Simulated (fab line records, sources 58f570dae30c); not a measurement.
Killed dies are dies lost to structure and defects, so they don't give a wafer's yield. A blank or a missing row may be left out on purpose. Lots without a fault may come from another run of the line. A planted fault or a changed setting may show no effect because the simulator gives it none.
Which tool did it? | flow berkeley_cmos170 | 14 lots, 42 wafers sampled, at 1 step of a route of 331

WHAT THE GAUGES READ, wafer by wafer
The record holds no reading of a measuring or inspecting step that can be judged against a usual standard deviation.

WHICH TOOL RAN EACH LOT (tool, then ch and the chambers of the sampled wafers, then the start)
lot  | UCB170_NWELL_EXPOSE_09
L470 | krf_scanner-02 ch 0, day 2 11:39
L471 | krf_scanner-01 ch 0, day 2 11:52
L472 | krf_scanner-01 ch 0, day 2 20:44
L473 | krf_scanner-01 ch 0, day 3 03:29
L474 | krf_scanner-01 ch 0, day 3 03:35
L475 | krf_scanner-01 ch 0, day 3 13:25
L477 | krf_scanner-01, day 3 22:16
L479 | krf_scanner-01, day 4 10:01
L484 | krf_scanner-02 ch 0, day 5 02:44
L487 | krf_scanner-02 ch 0, day 6 00:17
L486 | krf_scanner-01 ch 0, day 6 00:32
L489 | krf_scanner-01 ch 0, day 6 08:20
L491 | krf_scanner-02 ch 0, day 6 15:49
L492 | krf_scanner-01 ch 0, day 7 03:07
- UCB170_NWELL_EXPOSE_09: exposes mask NWELL, target cd 3000 nm.

WHAT THE TOOLS THEMSELVES READ (means of the sampled wafers that have a number; where no wafer has one, the mark that the record gives instead)
UCB170_NWELL_EXPOSE_09.
lot  | tool           | exposure_dose_mJ_cm2 | focus_offset_nm (nm)
L470 | krf_scanner-02 | 24.977               | 0.0
L471 | krf_scanner-01 | 24.998               | 0.7
L472 | krf_scanner-01 | 24.973               | 0.1
L473 | krf_scanner-01 | 24.998               | -0.6
L474 | krf_scanner-01 | 24.991               | 0.4
L475 | krf_scanner-01 | 25.013               | 0.2
L477 | krf_scanner-01 | -                    | -
L479 | krf_scanner-01 | -                    | -
L484 | krf_scanner-02 | 24.966               | 0.2
L487 | krf_scanner-02 | 24.998               | 0.6
L486 | krf_scanner-01 | 24.992               | -0.2
L489 | krf_scanner-01 | 24.998               | 0.2
L491 | krf_scanner-02 | 24.970               | 0.5
L492 | krf_scanner-01 | 25.005               | -0.6

THE ANSWER, worked out from the rows above alone
Rule: what is usual is taken from the lots themselves. Put in order of their means at a reading, lots are off if they are a third of the lots or fewer, leave a main group of 4 or more, and stand apart from it by a gap of 3 or more times the standard deviation of the main group's means; of several such gaps the widest counts. A main group whose means are all the same, to the digits that the tables above print for the reading, isn't used. A lot without any number at a reading at which 4 lots or more have one is off too. The other lots that the step has rows for count as sound. The gauges are gone through in route order, then the tools' own readings, and for those a lot's mean is taken as printed above. The first step at which some lot is off is used, and at that step the reading that is off furthest; a lot without a number counts as furthest.
Off: L477, L479, at UCB170_NWELL_EXPOSE_09 (exposure_dose_mJ_cm2). Without a number there: L477, L479. The main group: mean 24.990, standard deviation 0.014.
A tool fits if, at that step or a process step before it, it ran every lot that is off, and no sound lot after the first of them. None of those tried fits.

WHAT THE SIMULATOR HAD PUT IN
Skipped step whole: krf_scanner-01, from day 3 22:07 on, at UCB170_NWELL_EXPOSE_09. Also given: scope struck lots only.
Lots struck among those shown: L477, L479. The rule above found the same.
